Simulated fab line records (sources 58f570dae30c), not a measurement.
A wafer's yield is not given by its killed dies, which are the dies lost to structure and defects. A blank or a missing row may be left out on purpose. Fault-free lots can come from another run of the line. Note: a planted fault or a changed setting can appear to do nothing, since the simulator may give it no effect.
fab line records	flow berkeley_cmos170
record: lots: 6	wafers: 18	last_day: 13
route steps=331 shown SACOX@99 SCREENOX@100 NVT@104 PVT@115 GATE@125 FIELD@126 M3@331
lots that met no fault: from a run of the same line without faults
start_h: hours from the record's opening day to when the first of the lot's shown wafers began	wait_h: time in hours since the lot's previous step	" as in the row above	L1.1+2: one row covering several wafers at once	- no value, or no start given	* or withheld: withheld	< > ~ a bound
route shown NAME@n: a module of which the file shows steps, and the number in the route of the first	usual: mean/standard deviation of fault-free wafers	same: alike in all rows	chamber/n: place in a boat	sites: readings site by site	_std_site: their standard deviation	_edge_site: mean of outer sites minus mean of inner sites	radius_mm: how far each site lies from the wafer's centre	mask NAME#n: copy n	behind: the tool/chamber that last shaped the wafer	hold: reason for holding the lot/hours on hold/outcome of the hold	device: which transistor (n, p or np) failed to switch	end of line: the tests these same wafers got at the end of their route	a step without rows: its recipe alone	killed: the dies lost at the first sort to structure and to defects; this is not the yield of the wafer	map: the dies of a wafer, with x for killed, . for not killed, _ for no die there
set.NAME: the run value of the setting; set.NAME@STEP: its run value at that earlier step	model.NAME: the simulator's own value behind a step, which no gauge read
lots at some steps of the route; a table a step, a row a wafer
services: from which hour (start_h, from the record's first day; less than 0 if before it) a tool's chamber was out of use, for how many hours, and why
== steps ==
step: UCB170_SACOX_THK_MEAS_02
recipe: reads: SiO2_of_SACOX_OXIDATION_01
usual: SACOX_OXIDE_THK: 14.36/0.22
lot.wafer	tool	chamber	start_h	wait_h	SACOX_OXIDE_THK[nm]
L513.1	film_metro-03	-	115.41	0.0	14.48
L513.2	"	-	"	"	14.46
L513.6	"	-	"	"	14.54
L521.1	film_metro-01	-	164.80	0.0	14.42
L521.4	"	-	"	"	14.26
L521.5	"	-	"	"	14.29
L530.1	film_metro-01	-	216.02	0.0	14.13
L530.4	"	-	"	"	14.18
L530.5	"	-	"	"	14.23
L531.3	film_metro-02	-	216.04	0.0	14.63
L531.4	"	-	"	"	14.52
L531.6	"	-	"	"	14.43
L534.1	film_metro-03	-	227.22	0.0	13.97
L534.3	"	-	"	"	13.97
L534.4	"	-	"	"	14.16
L533.2	film_metro-01	-	227.23	0.0	13.85
L533.5	"	-	"	"	14.34
L533.6	"	-	"	"	14.32
step: UCB170_SCREENOX_WET_ETCH_00
recipe: chemistry: dHF	dilution: 25:1	target: SiO2	temp_c: 25	time_s: 200
step: UCB170_SCREENOX_OXIDATION_01
recipe: temp_c: 900	ambient: O2	target_thk_a: 144	ox_time_s: 2400
step: UCB170_SCREENOX_THK_MEAS_02
recipe: reads: SiO2_of_SCREENOX_OXIDATION_01
usual: SCREENOX_OXIDE_THK: 14.38/0.23
lot.wafer	tool	chamber	start_h	wait_h	SCREENOX_OXIDE_THK[nm]
L513.1	film_metro-02	-	122.44	0.0	14.36
L513.2	"	-	"	"	14.34
L513.6	"	-	"	"	14.39
L521.1	film_metro-02	-	172.90	0.0	14.69
L521.4	"	-	"	"	14.35
L521.5	"	-	"	"	14.27
L530.1	film_metro-02	-	222.96	0.0	14.58
L530.4	"	-	"	"	14.25
L530.5	"	-	"	"	14.49
L531.3	film_metro-04	-	223.02	0.1	14.33
L531.4	"	-	"	"	14.37
L531.6	"	-	"	"	14.48
L534.1	film_metro-03	-	233.20	0.0	14.38
L534.3	"	-	"	"	14.13
L534.4	"	-	"	"	14.44
L533.2	film_metro-04	-	233.21	0.0	14.46
L533.5	"	-	"	"	14.33
L533.6	"	-	"	"	14.36
step: UCB170_SCREENOX_ANNEAL_03
recipe: temp_c: 900	time_s: 900	ambient: N2
step: UCB170_NVT_HMDS_00
recipe: prime_time_s: 60	prime_temp_c: 100
step: UCB170_NVT_COAT_01
recipe: resist: KrF	spin_rpm: 1500	resist_thk_nm: 909.7
step: UCB170_NVT_SOFTBAKE_02
recipe: resist: KrF	temp_c: 130	time_s: 60
step: UCB170_NVT_EXPOSE_03
recipe: mask_id: PWELL	target_cd_nm: 3000	na: 0.5	sigma_outer: 0.6	source_shape: conventional	dose_mj: 30
step: UCB170_NVT_PEB_04
recipe: peb_temp_c: 130	peb_time_s: withheld	resist: KrF
step: UCB170_NVT_DEVELOP_05
recipe: developer: TMAH	develop_time_s: 45	resist: KrF	dev_temp_c: 21
step: UCB170_NVT_OVL_MEAS_06
usual: NVT_OVL: 1/6.2
lot.wafer	tool	chamber	start_h	wait_h	NVT_OVL[nm]
L513.1	overlay-02	-	131.19	-	-1
L513.2	"	-	"	"	1
L513.6	"	-	"	"	12
L521.1	overlay-01	-	180.66	-	1
L521.4	"	-	"	"	10
L521.5	"	-	"	"	5
L531.3	overlay-01	-	230.97	-	1
L531.4	"	-	"	"	2
L531.6	"	-	"	"	4
L530.1	overlay-02	-	231.16	-	2
L530.4	"	-	"	"	-2
L530.5	"	-	"	"	9
L534.1	overlay-02	-	240.10	-	-2
L534.3	"	-	"	"	-7
L534.4	"	-	"	"	0
L533.2	overlay-02	-	240.22	-	-8
L533.5	"	-	"	"	-4
L533.6	"	-	"	"	-2
step: UCB170_NVT_IMPLANT_07
recipe: species: BF2	dose_cm2: 3e+12	energy_kev: 50	tilt_deg: 7
usual: faraday_current_uA: 9.50/0.18
lot.wafer	tool	chamber	start_h	wait_h	faraday_current_uA
L513.1	implanter-01	0	131.23	0.0	9.55
L513.2	"	0	"	"	9.45
L513.6	"	0	"	"	9.39
L521.1	implanter-04	0	180.69	0.0	9.33
L521.4	"	0	"	"	9.21
L521.5	"	0	"	"	9.40
L531.3	implanter-04	0	231.05	0.1	9.65
L531.4	"	0	"	"	9.54
L531.6	"	0	"	"	9.42
L530.1	implanter-02	0	231.20	0.0	9.49
L530.4	"	0	"	"	9.63
L530.5	"	0	"	"	9.80
L534.1	implanter-02	0	240.14	0.0	9.41
L534.3	"	0	"	"	9.70
L534.4	"	0	"	"	10.00
L533.2	implanter-04	0	240.28	0.0	9.40
L533.5	"	0	"	"	9.65
L533.6	"	0	"	"	9.52
step: UCB170_NVT_STRIP_08
recipe: chemistry: O2	power_w: 400	pressure_mtorr: 3500	platen_temp_c: withheld	o2_flow_sccm: 400	overash_fraction: 0.5
usual: drypump_motor_current_A: 5.7/0.7	oes_product_au: 0.734/0.0045	strip_time_to_endpoint_s: 21.90/0.067
lot.wafer	tool	chamber	start_h	wait_h	drypump_motor_current_A	oes_product_au	rf_hours_counter_h	strip_time_to_endpoint_s
L513.1	plasma_asher-02	1	131.38	0.1	6.6	0.734	31	21.78
L513.2	"	0	"	"	6.1	0.733	31	21.87
L513.6	"	0	"	"	6.2	0.742	-	21.83
L521.1	plasma_asher-02	0	180.84	0.1	6.1	0.739	37	21.91
L521.4	"	1	"	"	6.6	0.735	-	21.89
L521.5	"	0	"	"	6.1	0.729	-	21.89
L531.3	plasma_asher-04	1	231.18	0.1	5.4	0.736	-	21.91
L531.4	"	0	"	"	4.9	0.738	-	22.00
L531.6	"	1	"	"	5.4	0.738	-	21.96
L530.1	plasma_asher-02	1	231.35	0.1	6.6	0.736	43	21.91
L530.4	"	0	"	"	6.1	0.737	-	21.89
L530.5	"	0	"	"	6.2	0.742	-	21.88
L534.1	plasma_asher-02	0	240.29	0.1	6.1	0.734	44	21.87
L534.3	"	0	"	"	6.1	0.725	-	21.91
L534.4	"	1	"	"	6.6	0.731	-	21.88
L533.2	plasma_asher-04	1	240.40	0.1	5.4	0.726	49	21.84
L533.5	"	1	"	"	5.4	0.733	-	21.87
L533.6	"	0	"	"	4.9	0.732	-	21.84
step: UCB170_NVT_TW_MEAS_09
usual: NVT_TW: 529/5.5
lot.wafer	tool	chamber	start_h	wait_h	NVT_TW
L513.1	film_metro-04	-	131.48	0.1	537
L513.2	"	-	"	"	534
L513.6	"	-	"	"	537
L521.1	film_metro-03	-	180.94	0.1	519
L521.4	"	-	"	"	519
L521.5	"	-	"	"	521
L531.3	film_metro-04	-	231.27	0.1	521
L531.4	"	-	"	"	519
L531.6	"	-	"	"	520
L530.1	film_metro-01	-	231.45	0.1	530
L530.4	"	-	"	"	527
L530.5	"	-	"	"	529
L534.1	film_metro-01	-	240.39	0.1	526
L534.3	"	-	"	"	530
L534.4	"	-	"	"	527
L533.2	film_metro-04	-	240.51	0.1	523
L533.5	"	-	"	"	522
L533.6	"	-	"	"	522
step: UCB170_NVT_CLEAN_10
recipe: chemistry: SPM	temp_c: 120	time_s: 600
step: UCB170_PVT_HMDS_00
recipe: prime_time_s: 60	prime_temp_c: 100
step: UCB170_PVT_COAT_01
recipe: resist: KrF	spin_rpm: 1500	resist_thk_nm: 900
step: UCB170_PVT_SOFTBAKE_02
recipe: resist: KrF	temp_c: 130	time_s: 60
step: UCB170_PVT_EXPOSE_03
recipe: mask_id: NWELL	target_cd_nm: 3000	na: 0.5	sigma_outer: 0.6	source_shape: conventional	dose_mj: 30
step: UCB170_PVT_PEB_04
recipe: peb_temp_c: 130	peb_time_s: withheld	resist: KrF
step: UCB170_PVT_DEVELOP_05
recipe: developer: TMAH	develop_time_s: 45	resist: KrF	dev_temp_c: 21
step: UCB170_PVT_OVL_MEAS_06
usual: PVT_OVL: 3/5.1
lot.wafer	tool	chamber	start_h	wait_h	PVT_OVL[nm]
L513.1	overlay-02	-	133.42	-	-6
L513.2	"	-	"	"	-9
L513.6	"	-	"	"	1
L521.1	overlay-02	-	183.52	-	2
L521.4	"	-	"	"	-2
L521.5	"	-	"	"	5
L531.3	overlay-02	-	233.11	-	2
L531.4	"	-	"	"	3
L531.6	"	-	"	"	-1
L530.1	overlay-01	-	233.34	-	5
L530.4	"	-	"	"	7
L530.5	"	-	"	"	9
L534.1	overlay-01	-	244.16	-	5
L534.3	"	-	"	"	12
L534.4	"	-	"	"	15
L533.2	overlay-02	-	244.55	-	1
L533.5	"	-	"	"	-1
L533.6	"	-	"	"	11
step: UCB170_PVT_IMPLANT_07
recipe: species: P	dose_cm2: 2e+12	energy_kev: 30.16	tilt_deg: 7
step: UCB170_PVT_STRIP_08
recipe: chemistry: O2	power_w: 400	pressure_mtorr: 3500	platen_temp_c: withheld	o2_flow_sccm: 400	overash_fraction: 0.5
usual: drypump_motor_current_A: 5.8/0.56	oes_product_au: 0.734/0.0048	strip_time_to_endpoint_s: 21.66/0.069
lot.wafer	tool	chamber	start_h	wait_h	drypump_motor_current_A	oes_product_au	rf_hours_counter_h	strip_time_to_endpoint_s
L513.1	plasma_asher-02	0	133.60	0.1	6.1	0.727	32	21.61
L513.2	"	1	"	"	6.6	0.738	32	21.57
L513.6	"	0	"	"	6.1	0.732	-	21.61
L521.1	plasma_asher-02	1	183.70	0.1	6.6	0.735	37	21.64
L521.4	"	0	"	"	6.1	0.724	-	21.70
L521.5	"	1	"	"	6.6	0.736	-	21.70
L531.3	plasma_asher-02	1	233.32	0.1	6.6	0.736	-	21.65
L531.4	"	0	"	"	6.2	0.732	-	21.60
L531.6	"	1	"	"	6.6	0.732	-	21.60
L530.1	plasma_asher-01	1	233.53	0.1	5.3	0.743	13	21.65
L530.4	"	0	"	"	5.7	0.732	-	21.65
L530.5	"	0	"	"	5.7	0.734	-	21.68
L534.1	plasma_asher-01	1	244.35	0.1	5.3	0.741	14	21.59
L534.3	"	1	"	"	5.3	0.746	-	21.65
L534.4	"	0	"	"	5.7	0.739	-	21.63
L533.2	plasma_asher-04	0	244.73	0.1	4.9	0.739	50	21.59
L533.5	"	1	"	"	5.4	0.730	-	21.61
L533.6	"	0	"	"	4.9	0.738	-	21.63
step: UCB170_PVT_TW_MEAS_09
usual: PVT_TW: 509/7.8
lot.wafer	tool	chamber	start_h	wait_h	PVT_TW
L513.1	film_metro-01	-	133.70	0.1	507
L513.2	"	-	"	"	507
L513.6	"	-	"	"	506
L521.1	film_metro-01	-	183.80	0.1	513
L521.4	"	-	"	"	514
L521.5	"	-	"	"	514
L531.3	film_metro-04	-	233.41	0.1	517
L531.4	"	-	"	"	517
L531.6	"	-	"	"	517
L530.1	film_metro-02	-	233.63	0.1	497
L530.4	"	-	"	"	498
L530.5	"	-	"	"	494
L534.1	film_metro-01	-	244.45	0.1	514
L534.3	"	-	"	"	512
L534.4	"	-	"	"	514
L533.2	film_metro-01	-	244.84	0.1	513
L533.5	"	-	"	"	511
L533.6	"	-	"	"	511
step: UCB170_GATE_WET_ETCH_00
recipe: chemistry: dHF	dilution: 25:1	target: SiO2	temp_c: 25	time_s: 200
step: UCB170_FIELD_THK_MEAS_91
recipe: reads: SiO2_of_FIELD_OXIDATION_01
usual: FIELD_OXIDE_LEFT_2_THK: 350/8.8
lot.wafer	tool	chamber	start_h	wait_h	FIELD_OXIDE_LEFT_2_THK[nm]
L513.1	film_metro-02	-	133.83	0.0	330
L513.2	"	-	"	"	340
L513.6	"	-	"	"	346
L521.1	film_metro-01	-	183.93	0.0	345
L521.4	"	-	"	"	338
L521.5	"	-	"	"	343
L531.3	film_metro-01	-	233.71	0.0	350
L531.4	"	-	"	"	352
L531.6	"	-	"	"	344
L530.1	film_metro-01	-	236.98	0.0	357
L530.4	"	-	"	"	359
L530.5	"	-	"	"	363
L534.1	film_metro-01	-	245.17	0.0	360
L534.3	"	-	"	"	353
L534.4	"	-	"	"	352
L533.2	film_metro-04	-	245.18	0.0	353
L533.5	"	-	"	"	361
L533.6	"	-	"	"	358
step: UCB170_GATE_OXIDATION_01
recipe: temp_c: 850	ambient: O2	target_thk_a: 66	ox_time_s: 1800
step: UCB170_GATE_THK_MEAS_02
recipe: reads: SiO2_of_GATE_OXIDATION_01
usual: GATE_OXIDE_THK: 6.60/0.13
lot.wafer	tool	chamber	start_h	wait_h	GATE_OXIDE_THK[nm]
L513.1	film_metro-01	-	140.81	0.0	6.84
L513.2	"	-	"	"	6.81
L513.6	"	-	"	"	6.80
L521.1	film_metro-01	-	190.82	0.0	6.65
L521.4	"	-	"	"	6.57
L521.5	"	-	"	"	6.64
L530.1	film_metro-02	-	238.96	0.0	6.66
L530.4	"	-	"	"	6.61
L530.5	"	-	"	"	6.61
L531.3	film_metro-03	-	238.98	0.0	6.57
L531.4	"	-	"	"	6.53
L531.6	"	-	"	"	6.68
L534.1	film_metro-01	-	250.25	0.0	6.80
L534.3	"	-	"	"	6.86
L534.4	"	-	"	"	6.90
L533.2	film_metro-01	-	250.32	0.1	6.64
L533.5	"	-	"	"	6.53
L533.6	"	-	"	"	6.59
step: UCB170_GATE_ANNEAL_03
recipe: temp_c: 900	time_s: 1800	ambient: N2
step: UCB170_GATE_CVD_04
recipe: material: poly-Si	temp_c: 610	precursor: SiH4	time_s: 1440	pressure_mtorr: 387.1	target_thk_nm: 214	sih4_flow_sccm: 120
step: UCB170_GATE_THK_MEAS_05
recipe: reads: poly-Si_of_GATE_CVD_04
usual: GATE_POLY_THK: 217.8/1.7
lot.wafer	tool	chamber	start_h	wait_h	GATE_POLY_THK[nm]
L513.1	film_metro-02	-	148.41	0.0	218.4
L513.2	"	-	"	"	219.4
L513.6	"	-	"	"	217.8
L521.1	film_metro-03	-	205.62	0.0	217.8
L521.4	"	-	"	"	215.5
L521.5	"	-	"	"	214.7
L530.1	film_metro-01	-	245.69	0.0	214.8
L530.4	"	-	"	"	217.0
L530.5	"	-	"	"	216.0
L531.3	film_metro-03	-	245.71	0.0	218.7
L531.4	"	-	"	"	219.3
L531.6	"	-	"	"	218.1
L534.1	film_metro-03	-	260.47	0.0	220.1
L534.3	"	-	"	"	221.3
L534.4	"	-	"	"	219.9
L533.2	film_metro-02	-	260.48	0.0	218.3
L533.5	"	-	"	"	217.6
L533.6	"	-	"	"	216.7
step: UCB170_GATE_COAT_06
recipe: resist: BARC	temp_c: withheld	time_s: withheld	spin_rpm: 3000	resist_thk_nm: withheld
step: UCB170_GATE_COAT_07
recipe: resist: KrF	spin_rpm: 1500	resist_thk_nm: 900
step: UCB170_GATE_SOFTBAKE_08
recipe: resist: KrF	temp_c: 130	time_s: 60
step: UCB170_GATE_EXPOSE_09
recipe: mask_id: POLY	target_cd_nm: 350	na: 0.5	sigma_outer: 0.6	source_shape: conventional	dose_mj: 21
step: UCB170_GATE_PEB_10
recipe: peb_temp_c: 130	peb_time_s: withheld	resist: KrF
step: UCB170_GATE_DEVELOP_11
recipe: developer: TMAH	develop_time_s: 45	resist: KrF	dev_temp_c: 21
step: UCB170_GATE_CD_MEAS_12
recipe: target_cd_nm: 350
usual: cd_nm: 350.1/1.5
lot.wafer	tool	chamber	start_h	wait_h	cd_nm
L513.1	cd_sem-01	-	149.65	-	349.9
L513.2	"	-	"	"	350.4
L513.6	"	-	"	"	349.4
L521.1	cd_sem-02	-	206.97	-	349.5
L521.4	"	-	"	"	349.4
L521.5	"	-	"	"	350.6
L531.3	cd_sem-01	-	247.30	-	349.1
L531.4	"	-	"	"	350.0
L531.6	"	-	"	"	349.7
L530.1	cd_sem-01	-	247.51	-	347.8
L530.4	"	-	"	"	347.1
L530.5	"	-	"	"	348.7
L534.1	cd_sem-01	-	261.98	-	348.8
L534.3	"	-	"	"	350.1
L534.4	"	-	"	"	350.2
L533.2	cd_sem-01	-	262.24	-	352.4
L533.5	"	-	"	"	350.8
L533.6	"	-	"	"	350.2
step: UCB170_GATE_OVL_MEAS_13
usual: GATE_OVL: 0/5.1
lot.wafer	tool	chamber	start_h	wait_h	GATE_OVL[nm]
L513.1	overlay-02	-	149.77	0.1	0
L513.2	"	-	"	"	1
L513.6	"	-	"	"	10
L521.1	overlay-01	-	207.09	0.1	-3
L521.4	"	-	"	"	-3
L521.5	"	-	"	"	2
L531.3	overlay-01	-	247.39	0.1	5
L531.4	"	-	"	"	2
L531.6	"	-	"	"	-4
L530.1	overlay-02	-	247.63	0.1	2
L530.4	"	-	"	"	2
L530.5	"	-	"	"	6
L534.1	overlay-02	-	262.10	0.1	7
L534.3	"	-	"	"	-4
L534.4	"	-	"	"	3
L533.2	overlay-01	-	262.35	0.1	1
L533.5	"	-	"	"	1
L533.6	"	-	"	"	-1
step: UCB170_GATE_ETCH_14
recipe: chemistry: N2/H2	target_depth_a: withheld	overetch_a: withheld	target: BARC	time_s: withheld	source_w: 500	bias_w: 100	pressure_mtorr: 30	n2_flow_sccm: 100	h2_flow_sccm: 200
usual: drypump_motor_current_A: 5.8/0.61	oes_product_au: 1.012/0.02	throttle_valve_pct: 13.30/0.19
lot.wafer	tool	chamber	start_h	wait_h	drypump_motor_current_A	oes_product_au	throttle_valve_pct
L513.1	rie_diel-01	0	149.80	0.0	6.0	0.989	13.42
L513.2	"	3	"	"	5.8	1.018	13.46
L513.6	"	3	"	"	5.7	1.004	13.46
L521.1	rie_diel-02	0	207.12	0.0	6.1	1.035	13.06
L521.4	"	1	"	"	6.4	1.014	13.23
L521.5	"	1	"	"	6.3	1.013	13.24
L531.3	rie_diel-01	2	247.42	0.0	4.9	0.987	13.49
L531.4	"	1	"	"	5.2	0.983	13.38
L531.6	"	3	"	"	5.8	1.007	13.48
L530.1	rie_diel-01	2	247.67	0.0	4.9	0.987	13.49
L530.4	"	3	"	"	5.7	1.010	13.48
L530.5	"	1	"	"	5.2	1.002	13.37
L534.1	rie_diel-02	3	262.14	0.0	5.7	1.048	13.52
L534.3	"	2	"	"	4.7	1.019	13.01
L534.4	"	0	"	"	6.2	1.034	13.06
L533.2	rie_diel-03	2	262.38	0.0	6.4	1.029	13.22
L533.5	"	2	"	"	6.4	1.036	13.23
L533.6	"	0	"	"	6.4	0.986	13.60
step: UCB170_M3_PROBE_99
lot.wafer	tool	chamber	start_h	wait_h	model.etest.nmos_0p35.drive_ua_um_range	model.etest.nmos_0p35.drive_ua_um_rim_less_centre	model.etest.nmos_0p35.swing_mv_dec	model.etest.nmos_0p35.off_log10_a_um	model.etest.nmos_0p6.off_log10_a_um	model.etest.ring.quiet_log10_a	model.etest.gate_end_array.leak_log10_a_um	model.etest.nmos_0p35.vt_v_range
L513.1	prober-01	-	190.19	0.1	6.344	1.229	77.46	-10.97	-11.96	-8.819	-11.87	0.008834
L513.2	prober-01	-	190.24	0.1	6.962	-2.99	78.02	-11.13	-12.09	-8.903	-11.93	0.006865
L513.6	prober-01	-	190.44	0.2	7.105	3.744	77.69	-11.06	-12.02	-8.874	-11.84	0.0124
L521.1	prober-01	-	245.54	0.1	11.42	-2.174	76.72	-10.88	-12.02	-8.793	-11.87	0.01437
L521.4	prober-01	-	245.69	0.2	12.89	-6.987	77.47	-10.94	-11.86	-8.718	-11.75	0.008644
L521.5	prober-01	-	245.74	0.2	15.19	-4.975	76.76	-10.98	-11.92	-8.783	-11.86	0.01203
L531.3	prober-02	-	285.67	0.2	23.91	-14.19	75.31	-10.51	-11.72	-8.372	-11.72	0.04834
L531.4	prober-02	-	285.72	0.2	31.38	-6.679	76.41	-10.62	-11.81	-8.545	-11.66	0.04192
L531.6	prober-02	-	285.82	0.2	23.29	-7.088	76.18	-10.65	-11.75	-8.538	-11.66	0.04747
L530.1	prober-02	-	292.30	0.1	17.76	6.368	77.58	-11.07	-11.97	-8.724	-11.87	0.01135
L530.4	prober-02	-	292.45	0.2	8.378	-1.918	77.38	-10.98	-12.07	-8.661	-11.98	0.01267
L530.5	prober-02	-	292.50	0.2	20.18	9.109	77.1	-11.07	-12.12	-8.837	-11.95	0.007768
L534.1	prober-01	-	299.97	0.1	10.98	0.365	77.35	-11.09	-12.05	-8.866	-11.89	0.01184
L534.3	prober-01	-	300.07	0.2	7.94	-3.171	77.68	-11.16	-12.14	-8.822	-11.89	0.01138
L534.4	prober-01	-	300.12	0.2	15.6	-0.5459	78.21	-11.05	-12.11	-8.892	-11.96	0.008717
L533.2	prober-02	-	300.44	0.1	21	-6.754	76.35	-10.88	-11.63	-8.634	-11.62	0.04051
L533.5	prober-02	-	300.59	0.2	26.87	-3.133	75.92	-10.7	-11.81	-8.565	-11.71	0.04047
L533.6	prober-02	-	300.64	0.2	23.01	-7.942	76.18	-10.58	-11.82	-8.497	-11.75	0.03787
killed by level:class
L513.1 GATE:geometric_particle:open=2 PWELL:geometric_particle:open=1 WELLDRIVE:geometric_particle:open=1 ACTIVE:geometric_particle:open=1 SCREENOX:geometric_particle:short=1 M3:geometric_particle:short=1
L513.6 GATE:geometric_particle:short=1 M1:geometric_particle:short=1 V1:geometric_particle:open=1
L521.1 START:geometric_particle:short=1 WELLDRIVE:geometric_particle:short=1 GATE:geometric_particle:short=1 GATE:geometric_particle:open=1 SILICIDE:geometric_particle:short=1 V2:geometric_particle:open=1
L521.4 FIELD:geometric_particle:open=1
L521.5 SPACER:geometric_particle:short=1 M2:geometric_particle:open=1 PFIELD:coat_microbubble_printed=1
L530.1 GATE:geometric_particle:open=1 SPACER:geometric_particle:short=1
L530.4 WELLDRIVE:geometric_particle:open=1 FIELD:geometric_particle:short=1
L530.5 SPACER:geometric_particle:open=1
L534.1 WELLDRIVE:geometric_particle:short=1 GATE:geometric_particle:open=1
L534.3 GATE:geometric_particle:short=2 FIELD:geometric_particle:open=1 GATE:geometric_particle:open=1 V2:geometric_particle:short=1
L533.2 GATE:geometric_particle:open=1 SPACER:geometric_particle:open=1 SILICIDE:geometric_particle:open=1
L533.5 GATE:geometric_particle:open=2 SPACER:geometric_particle:short=2 WELLDRIVE:geometric_particle:short=1 FIELD:geometric_particle:open=1 SILICIDE:geometric_particle:open=1 CONTACT:geometric_particle:short=1 ACTIVE:area_etch=1
L533.6 SILICIDE:geometric_particle:open=2 WELLDRIVE:geometric_particle:open=1
== services ==
tool	chamber	start_h	hours	kind
implanter-01	-	107.70	15.7	repair
plasma_asher-01	-	108.75	9.0	pm
rie_diel-01	3	116.93	13.3	repair
plasma_asher-04	-	117.67	1.4	repair
rie_diel-01	2	119.41	7.6	repair
plasma_asher-04	-	121.88	6.6	repair
plasma_asher-04	-	132.59	3.6	repair
implanter-04	-	133.53	2.0	repair
implanter-02	-	135.05	1.7	repair
rie_diel-02	1	136.08	7.0	repair
rie_diel-01	1	137.26	1.7	repair
rie_diel-01	1	161.36	2.5	repair
plasma_asher-04	-	173.59	2.8	repair
rie_diel-01	2	182.46	16.5	repair
rie_diel-02	3	183.62	18.6	repair
implanter-01	-	188.04	4.6	pm
implanter-02	-	192.99	2.3	repair
rie_diel-03	3	201.23	7.4	repair
rie_diel-01	0	202.88	1.6	repair
rie_diel-02	0	211.67	10.0	repair
implanter-02	-	215.42	0.5	repair
implanter-02	-	226.81	4.3	repair
implanter-04	-	243.34	3.8	repair
rie_diel-02	-	250.91	1.6	repair
== key ==
first_sign none at tools or gauges
model_effect: step: UCB170_M3_PROBE_99	value: etest.nmos_0p35.drive_ua_um_range	without: 10.72	struck: 24.91
met_at UCB170_NVT_IMPLANT_07
struck_wafers L531.3,L531.4,L531.6,L533.2,L533.5,L533.6
sort_left_out L531.3,L531.4,L531.6
tester_left_out L531,L533
onset_between 180.69 231.05
also_fits UCB170_NVT_STRIP_08:plasma_asher-04
fault: kind: process_parameter_drift	tool: implanter-04	chamber: -	onset_h: 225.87	steps: UCB170_NVT_IMPLANT_07	channel: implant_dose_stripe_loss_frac	offset: 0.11	shape: step	end_h: 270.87
tester_left_out: of these lots the tester's yield and bins aren't shown, on N5 and GAA mostly nor the transistor test; their killed dies are dies lost to structure and defects alone, not to doping, threshold or leakage, so they don't give the yield
sort_left_out: the simulated sort isn't trusted on such a fault, so these wafers' sort isn't shown, and their yield isn't known
